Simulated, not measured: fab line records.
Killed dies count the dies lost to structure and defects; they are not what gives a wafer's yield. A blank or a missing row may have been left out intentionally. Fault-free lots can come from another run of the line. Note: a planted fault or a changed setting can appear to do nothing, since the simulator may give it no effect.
fab line records | flow rit_cmos
[record] lots = 14 | wafers = 42 | last_day = 7
route steps=202 shown PWELL@47 NLDD@109 PLDD@159 CONTACT@169 M1@202
lots untouched by any fault: they come from a run of this same line in which no faults occurred
start_h: hours from the record's first day to the start of the lot's first wafer shown | wait_h: hours since the lot's step before | " same as the row above | L1.1+2: several wafers, shown together as one row | - no value, or no start was given | * or withheld: withheld | < > ~ a bound
route shown NAME@n: a module of which the file shows steps, and the number in the route of the first | usual: mean/standard deviation of fault-free wafers | same: alike in all rows | chamber/n: place in a boat | sites: readings site by site | _std_site: the standard deviation of these | _edge_site: the outer-site mean with the inner-site mean subtracted | radius_mm: for every site, how far away it sits from the centre of the wafer | mask NAME#n: copy n | behind: tool/chamber where the wafer was last shaped | hold: reason for holding the lot/hours on hold/outcome of the hold | device: whichever transistor did not switch (one of n, p or np) | end of line: at the end of the route, the tests of the same wafers | a step without rows: its recipe alone | killed: at the first sort, the dies lost to defects and structure; wafer yield is something else | map: the dies of a wafer, with x for killed, . for not killed, _ for no die there
set.NAME: the setting that was run; set.NAME@STEP: the one run at that earlier step | model.NAME: the simulator's own value behind a step, which no gauge read
route steps across a sampled set of lots; one table per step, one row per wafer
services: a tool's chamber out of use, with start hour (start_h, from the record's first day; less than 0 if before it), hours out, and reason
[[steps]]
[step RIT_PWELL_IMPLANT_08]
[recipe] species = B | energy_kev = 170 | dose_cm2 = 7e+13 | tilt_deg = 7
lot.wafer  | tool         | chamber | start_h | wait_h
L492.2+4+6 | implanter-03 | 0       | 25.42   | 0.2
L493.1+3+4 | implanter-03 | 0       | 30.98   | 0.2
L494.3+5+6 | implanter-03 | 0       | 34.03   | 0.2
L495.3+4+5 | implanter-03 | 0       | 38.69   | 0.2
L499.1+2+3 | implanter-04 | 0       | 58.14   | 0.2
L501.2+3+6 | implanter-04 | 0       | 69.73   | 0.2
L504.1+2+5 | implanter-01 | 0       | 84.06   | 0.2
L505.1+4+6 | implanter-01 | 0       | 87.55   | 0.2
L506.1+3+4 | implanter-03 | 0       | 94.33   | 0.2
L509.1+3+5 | implanter-03 | 0       | 109.73  | 0.2
L511.2+3+5 | implanter-03 | 0       | 127.39  | 0.2
L512.1+4+5 | implanter-04 | 0       | 129.98  | 0.2
L513.2+3+4 | implanter-03 | 0       | 132.82  | 0.2
L515.1+2+6 | implanter-04 | 0       | 141.74  | 0.2
[step RIT_WELLDRIVE_RS_MEAS_02]
[recipe] thk_meas_gauge = four-point-probe
[usual] PWELL_RS = 429.3/1.1
lot.wafer | tool          | chamber | start_h | wait_h | PWELL_RS[ohm/sq]
L492.2    | film_metro-03 | -       | 31.00   | 0.1    | 430.1
L492.4    | "             | -       | "       | "      | 429.3
L492.6    | "             | -       | "       | "      | 431.6
L493.1    | film_metro-04 | -       | 36.75   | 0.1    | 429.1
L493.3    | "             | -       | "       | "      | 429.1
L493.4    | "             | -       | "       | "      | 428.5
L494.3    | film_metro-03 | -       | 39.69   | 0.1    | 429.7
L494.5    | "             | -       | "       | "      | 428.9
L494.6    | "             | -       | "       | "      | 428.1
L495.3    | film_metro-03 | -       | 44.68   | 0.1    | 430.4
L495.4    | "             | -       | "       | "      | 428.6
L495.5    | "             | -       | "       | "      | 429.7
L499.1    | film_metro-03 | -       | 63.90   | 0.1    | 463.2
L499.2    | "             | -       | "       | "      | 462.6
L499.3    | "             | -       | "       | "      | 462.3
L501.2    | film_metro-03 | -       | 75.55   | 0.1    | 464.0
L501.3    | "             | -       | "       | "      | 464.0
L501.6    | "             | -       | "       | "      | 464.5
L504.1    | film_metro-04 | -       | 90.01   | 0.1    | 429.8
L504.2    | "             | -       | "       | "      | 429.7
L504.5    | "             | -       | "       | "      | 429.3
L505.1    | film_metro-03 | -       | 93.14   | 0.1    | 428.2
L505.4    | "             | -       | "       | "      | 428.3
L505.6    | "             | -       | "       | "      | 429.0
L506.1    | film_metro-04 | -       | 99.92   | 0.1    | 430.8
L506.3    | "             | -       | "       | "      | 431.1
L506.4    | "             | -       | "       | "      | 431.0
L509.1    | film_metro-03 | -       | 115.62  | 0.1    | 429.4
L509.3    | "             | -       | "       | "      | 428.9
L509.5    | "             | -       | "       | "      | 429.7
L511.2    | film_metro-03 | -       | 133.35  | 0.1    | 429.1
L511.3    | "             | -       | "       | "      | 428.4
L511.5    | "             | -       | "       | "      | 427.4
L512.1    | film_metro-01 | -       | 136.74  | 0.1    | 428.3
L512.4    | "             | -       | "       | "      | 429.9
L512.5    | "             | -       | "       | "      | 429.9
L513.2    | film_metro-01 | -       | 138.59  | 0.1    | 427.1
L513.3    | "             | -       | "       | "      | 428.7
L513.4    | "             | -       | "       | "      | 427.0
L515.1    | film_metro-01 | -       | 147.33  | 0.1    | 429.1
L515.2    | "             | -       | "       | "      | 429.1
L515.6    | "             | -       | "       | "      | 430.0
[step RIT_NLDD_OVL_MEAS_06]
[usual] NLDD_OVL = -0.3/1.6
lot.wafer | tool       | chamber | start_h | wait_h | NLDD_OVL[nm]
L492.2    | overlay-02 | -       | 46.46   | -      | 1.2
L492.4    | "          | -       | "       | "      | 1.9
L492.6    | "          | -       | "       | "      | 1.8
L493.1    | overlay-01 | -       | 50.51   | -      | 1.0
L493.3    | "          | -       | "       | "      | -0.3
L493.4    | "          | -       | "       | "      | -1.5
L494.3    | overlay-02 | -       | 57.53   | -      | -1.3
L494.5    | "          | -       | "       | "      | -0.9
L494.6    | "          | -       | "       | "      | -0.5
L495.3    | overlay-01 | -       | 58.31   | -      | -1.9
L495.4    | "          | -       | "       | "      | 0.2
L495.5    | "          | -       | "       | "      | -0.8
L499.1    | overlay-01 | -       | 77.65   | -      | -2.2
L499.2    | "          | -       | "       | "      | -1.8
L499.3    | "          | -       | "       | "      | -0.9
L501.2    | overlay-02 | -       | 88.82   | -      | 1.2
L501.3    | "          | -       | "       | "      | 1.5
L501.6    | "          | -       | "       | "      | 1.5
L504.1    | overlay-02 | -       | 103.33  | -      | 1.1
L504.2    | "          | -       | "       | "      | 3.7
L504.5    | "          | -       | "       | "      | 1.9
L505.1    | overlay-01 | -       | 107.53  | -      | -0.9
L505.4    | "          | -       | "       | "      | -0.7
L505.6    | "          | -       | "       | "      | 0.2
L506.1    | overlay-02 | -       | 120.21  | -      | 0.4
L506.3    | "          | -       | "       | "      | 2.3
L506.4    | "          | -       | "       | "      | -0.6
L509.1    | overlay-01 | -       | 132.95  | -      | -1.6
L509.3    | "          | -       | "       | "      | -4.1
L509.5    | "          | -       | "       | "      | -4.2
L511.2    | overlay-02 | -       | 150.73  | -      | 2.7
L511.3    | "          | -       | "       | "      | 2.1
L511.5    | "          | -       | "       | "      | 2.8
L512.1    | overlay-01 | -       | 150.86  | -      | -0.4
L512.4    | "          | -       | "       | "      | 0.5
L512.5    | "          | -       | "       | "      | -0.3
L513.2    | overlay-02 | -       | 154.83  | -      | -0.2
L513.3    | "          | -       | "       | "      | -1.0
L513.4    | "          | -       | "       | "      | 0.1
L515.1    | overlay-01 | -       | 163.52  | -      | 0.0
L515.2    | "          | -       | "       | "      | -1.6
L515.6    | "          | -       | "       | "      | 0.0
[step RIT_SDANNEAL_RS_MEAS_06]
[recipe] thk_meas_gauge = four-point-probe
[usual] PLDD_RS = 178.6/0.39
lot.wafer | tool          | chamber | start_h | wait_h | PLDD_RS[ohm/sq]
L492.2    | film_metro-04 | -       | 55.11   | 0.1    | 178.3
L492.4    | "             | -       | "       | "      | 178.5
L492.6    | "             | -       | "       | "      | 178.6
L493.1    | film_metro-02 | -       | 59.20   | 0.1    | 178.2
L493.3    | "             | -       | "       | "      | 178.6
L493.4    | "             | -       | "       | "      | 178.5
L494.3    | film_metro-02 | -       | 66.51   | 0.1    | 179.3
L494.5    | "             | -       | "       | "      | 179.5
L494.6    | "             | -       | "       | "      | 179.1
L495.3    | film_metro-02 | -       | 67.81   | 0.1    | 178.5
L495.4    | "             | -       | "       | "      | 178.5
L495.5    | "             | -       | "       | "      | 177.9
L499.1    | film_metro-01 | -       | 86.09   | 0.1    | 178.7
L499.2    | "             | -       | "       | "      | 178.5
L499.3    | "             | -       | "       | "      | 179.0
L501.2    | film_metro-01 | -       | 97.19   | 0.1    | 178.4
L501.3    | "             | -       | "       | "      | 179.0
L501.6    | "             | -       | "       | "      | 178.7
L504.1    | film_metro-01 | -       | 112.28  | 0.1    | 178.2
L504.2    | "             | -       | "       | "      | 177.9
L504.5    | "             | -       | "       | "      | 178.1
L505.1    | film_metro-04 | -       | 115.74  | 0.1    | 177.8
L505.4    | "             | -       | "       | "      | 178.4
L505.6    | "             | -       | "       | "      | 178.2
L506.1    | film_metro-02 | -       | 128.75  | 0.1    | 178.8
L506.3    | "             | -       | "       | "      | 178.7
L506.4    | "             | -       | "       | "      | 179.1
L509.1    | film_metro-02 | -       | 141.39  | 0.1    | 178.9
L509.3    | "             | -       | "       | "      | 178.6
L509.5    | "             | -       | "       | "      | 178.8
L511.2    | film_metro-02 | -       | 158.81  | 0.1    | 179.2
L511.3    | "             | -       | "       | "      | 178.7
L511.5    | "             | -       | "       | "      | 178.8
L512.1    | film_metro-04 | -       | 159.24  | 0.1    | 178.1
L512.4    | "             | -       | "       | "      | 178.5
L512.5    | "             | -       | "       | "      | 178.6
L513.2    | film_metro-04 | -       | 163.36  | 0.1    | 178.0
L513.3    | "             | -       | "       | "      | 178.4
L513.4    | "             | -       | "       | "      | 178.3
L515.1    | film_metro-01 | -       | 171.58  | 0.1    | 178.7
L515.2    | "             | -       | "       | "      | 178.3
L515.6    | "             | -       | "       | "      | 178.3
[step RIT_CONTACT_THK_MEAS_01]
[recipe] reads = SiO2_of_CONTACT_CVD_00
[usual] CONTACT_TEOS_THK = 399/5.2
lot.wafer | tool          | chamber | start_h | wait_h | CONTACT_TEOS_THK[nm]
L492.2    | film_metro-01 | -       | 55.92   | 0.0    | 397
L492.4    | "             | -       | "       | "      | 398
L492.6    | "             | -       | "       | "      | 406
L493.1    | film_metro-01 | -       | 60.05   | 0.0    | 397
L493.3    | "             | -       | "       | "      | 394
L493.4    | "             | -       | "       | "      | 398
L494.3    | film_metro-04 | -       | 67.30   | 0.0    | 397
L494.5    | "             | -       | "       | "      | 401
L494.6    | "             | -       | "       | "      | 394
L495.3    | film_metro-04 | -       | 68.60   | 0.0    | 399
L495.4    | "             | -       | "       | "      | 404
L495.5    | "             | -       | "       | "      | 407
L499.1    | film_metro-01 | -       | 86.89   | 0.0    | 391
L499.2    | "             | -       | "       | "      | 391
L499.3    | "             | -       | "       | "      | 392
L501.2    | film_metro-01 | -       | 98.04   | 0.0    | 401
L501.3    | "             | -       | "       | "      | 401
L501.6    | "             | -       | "       | "      | 406
L504.1    | film_metro-04 | -       | 113.09  | 0.0    | 400
L504.2    | "             | -       | "       | "      | 398
L504.5    | "             | -       | "       | "      | 399
L505.1    | film_metro-04 | -       | 116.55  | 0.0    | 392
L505.4    | "             | -       | "       | "      | 400
L505.6    | "             | -       | "       | "      | 402
L506.1    | film_metro-04 | -       | 129.56  | 0.0    | 396
L506.3    | "             | -       | "       | "      | 402
L506.4    | "             | -       | "       | "      | 402
L509.1    | film_metro-01 | -       | 142.20  | 0.0    | 398
L509.3    | "             | -       | "       | "      | 391
L509.5    | "             | -       | "       | "      | 405
L511.2    | film_metro-03 | -       | 159.63  | 0.0    | 393
L511.3    | "             | -       | "       | "      | 398
L511.5    | "             | -       | "       | "      | 401
L512.1    | film_metro-03 | -       | 160.06  | 0.0    | 397
L512.4    | "             | -       | "       | "      | 401
L512.5    | "             | -       | "       | "      | 407
L513.2    | film_metro-03 | -       | 164.16  | 0.0    | 399
L513.3    | "             | -       | "       | "      | 398
L513.4    | "             | -       | "       | "      | 404
L515.1    | film_metro-01 | -       | 172.39  | 0.0    | 393
L515.2    | "             | -       | "       | "      | 398
L515.6    | "             | -       | "       | "      | 400
[step RIT_M1_PROBE_99]
[usual] killed_at_M0_to_M3 = 0.0/0.12 | killed_at_contacts = 0.0/0.2 | killed_at_front_end = 6.6/2.8 | killed_dies = 6.6/2.8 | killed_open = 3.3/1.9 | killed_short = 3.2/1.8
[same] gross_dies = 264 | killed_at_M4_up = 0 | killed_at_back_side = 0 | killed_at_other = 0
lot.wafer | tool      | chamber | start_h | wait_h | killed_at_M0_to_M3 | killed_at_contacts | killed_at_front_end | killed_dies | killed_open | killed_short
L501.2    | prober-01 | -       | 105.06  | 0.1    | 0                  | 0                  | 4                   | 4           | 2           | 2
L501.3    | prober-01 | -       | 105.11  | 0.2    | 0                  | 0                  | 7                   | 7           | 5           | 2
L501.6    | prober-01 | -       | 105.26  | 0.2    | 0                  | 0                  | 6                   | 6           | 2           | 4
L504.1    | prober-02 | -       | 119.42  | 0.1    | 0                  | 0                  | 10                  | 10          | 5           | 5
L504.2    | prober-02 | -       | 119.47  | 0.1    | 0                  | 0                  | 7                   | 7           | 3           | 4
L504.5    | prober-02 | -       | 119.62  | 0.2    | 0                  | 0                  | 5                   | 5           | 3           | 2
// killed by level:class
L501.2 SPACER:geometric_particle:short=2 REOX:geometric_particle:open=1 SPACER:geometric_particle:open=1
L501.3 FOX1:geometric_particle:open=2 SPACER:geometric_particle:open=2 FOX2:geometric_particle:open=1 REOX:geometric_particle:short=1 SPACER:geometric_particle:short=1
L501.6 REOX:geometric_particle:short=2 GATE:geometric_particle:short=1 REOX:geometric_particle:open=1 SPACER:geometric_particle:open=1 SPACER:geometric_particle:short=1
L504.1 GATE:geometric_particle:open=4 SPACER:geometric_particle:short=3 FOX1:geometric_particle:short=1 FOX2:geometric_particle:open=1 GATE:geometric_particle:short=1
L504.2 GATE:geometric_particle:short=3 FOX1:geometric_particle:open=1 FOX2:geometric_particle:short=1 FOX2:geometric_particle:open=1 SILICIDE:geometric_particle:open=1
L504.5 FOX2:geometric_particle:open=1 FOX2:geometric_particle:short=1 GATE:geometric_particle:open=1 SPACER:geometric_particle:short=1 SILICIDE:geometric_particle:open=1
[[services]]
tool         | chamber | start_h | hours | kind
implanter-01 | -       | 19.88   | 58.4  | repair
implanter-04 | -       | 40.73   | 2.8   | repair
implanter-03 | -       | 111.90  | 3.0   | pm
implanter-03 | -       | 115.48  | 6.8   | pm
implanter-04 | -       | 134.25  | 1.2   | repair
[[key]]
[first_sign] step = RIT_WELLDRIVE_RS_MEAS_02 | reading = PWELL_RS | direction = up | sigmas = 31 | usual = 429.3 | struck = 463.4
effect none on later readings
met_at RIT_PWELL_IMPLANT_08
struck_lots L499,L501
tester_left_out L499,L501
not_acting_at RIT_NLDD_OVL_MEAS_06,RIT_SDANNEAL_RS_MEAS_06,RIT_CONTACT_THK_MEAS_01
[fault] kind = process_parameter_drift | tool = implanter-04 | chamber = - | onset_h = 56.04 | steps = RIT_PWELL_IMPLANT_08 | channel = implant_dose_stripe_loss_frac | offset = 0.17 | shape = step | end_h = 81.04
// tester_left_out: of these lots the tester's yield and bins aren't shown, on N5 and GAA mostly nor the transistor test; their killed dies are dies lost to structure and defects alone, not to doping, threshold or leakage, so they don't give the yield
